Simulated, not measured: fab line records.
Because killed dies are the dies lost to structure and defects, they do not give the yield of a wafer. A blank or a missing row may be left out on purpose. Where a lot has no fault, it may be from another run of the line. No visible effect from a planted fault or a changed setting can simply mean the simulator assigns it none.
Code-filled problem report in 8D (eight disciplines) form | flow rit cmos | the parts of the form that need people (team, actions taken, sign-off) are left out

== 1. THE ISSUE ==
Mean M1_AL_RS at RIT_M1_RS_MEAS_01: 0.0974 ohm/sq over 2 wafers in 2 lots; fault-free wafers: 0.0735 ohm/sq, standard deviation 0.00095. Measured from the usual mean, that is +25 standard deviations.
The step: measures by four-point-probe.
Earliest sighting: wafer L242.1 on film metro-02 at day 4 16:26. The record holds 42 wafers of 14 lots with a number at this step. By rule, "out" or "out of limits" means more than 4 standard deviations away from the usual mean. All remaining wafers that have a number are taken as sound.

== 2. WHAT IT IS AND WHAT IT IS NOT ==
question                    | is                           | is not
which readings at this step | M1_AL_RS                     | -
which lots                  | L242, L244                   | L236, L238, L239, L240, L249, L250, L253, L254, L256, L257, L258, L259
which wafers of those lots  | L242.1, L244.4               | L242.4, L242.6, L244.2, L244.3
read on which gauges        | film metro-02, film metro-03 | film metro-04
when                        | from day 4 16:26             | up to then (14 sound wafers); but 26 sound wafers of L244, L249, L250, L253, L254, L256, L257, L258, L259 came after

== 3. WHAT RULES OUT EACH SUSPECT ==
Counting: if a tool at a process step up to the reading ran every lot that is out, it stays a suspect. Sound lots after the first of them don't rule it out here, since some wafers of a struck lot are sound.
- the gauge at RIT_M1_RS_MEAS_01 is ruled out. 2 gauges (film metro-02, film metro-03) read the wafers that are out.
- pvd sputter-04 at RIT_M1_SPUTTER_00 (material Al, target thk 400 nm, time 500 s): kept. Ran every lot that is out, first one L242 (day 4 16:08); last sound lot up to then L238 (day 3 21:08).
After counting, what remains is pvd sputter-04 at RIT_M1_SPUTTER_00.

== 4. THE CAUSE (what the simulator had put in) ==
Site profile drift: pvd sputter-04, from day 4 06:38 on, at RIT_M1_SPUTTER_00. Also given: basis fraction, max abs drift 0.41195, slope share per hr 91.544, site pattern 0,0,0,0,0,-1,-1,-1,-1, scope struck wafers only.
Only this tool survived the counting.

== 5. THE CHAIN OF EFFECTS, in route order ==
Each row: a reading where the mean over the struck wafers with a number is more than 3 standard deviations away from the usual. Readings are gone through only where the record gives a usual standard deviation; hours: the median, over the lots, of the time from a lot's start at the first step in this table giving one to that lot's start at this step; sigmas: the change measured in usual standard deviations.
hours | step                 | reading        | usual         | on struck wafers | change  | sigmas
0     | RIT_M1_RS_MEAS_01    | M1_AL_RS       | 0.0735 ohm/sq | 0.0974           | +0.0239 | +25
0     | RIT_M1_THK_MEAS_02   | M1_AL_THK      | 396 nm        | 324              | -72     | -13
2     | RIT_M1_METAL_ETCH_12 | oes product au | 0.773 a.u.    | 0.694            | -0.080  | -5.7
Here are the process steps it includes:
- RIT_M1_METAL_ETCH_12: etches Al in Cl2/BCl3, stops on SiO2, time 165 s, target depth 600 nm.

== 6. HOW IT WOULD HAVE BEEN CAUGHT EARLIER ==
In this record the first reading out of limits at a measuring or inspecting step was taken at day 4 16:26, 10 hours after the fault began at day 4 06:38.
Tool readings at RIT_M1_SPUTTER_00 with a usual standard deviation given in the record: none out on any struck wafer, hence no alarm at a limit of 4 standard deviations on them.
Of the lots that are out (2), L244 began RIT_M1_SPUTTER_00 on pvd sputter-04 after day 4 16:26. A tool hold placed at that time would have kept it from harm.
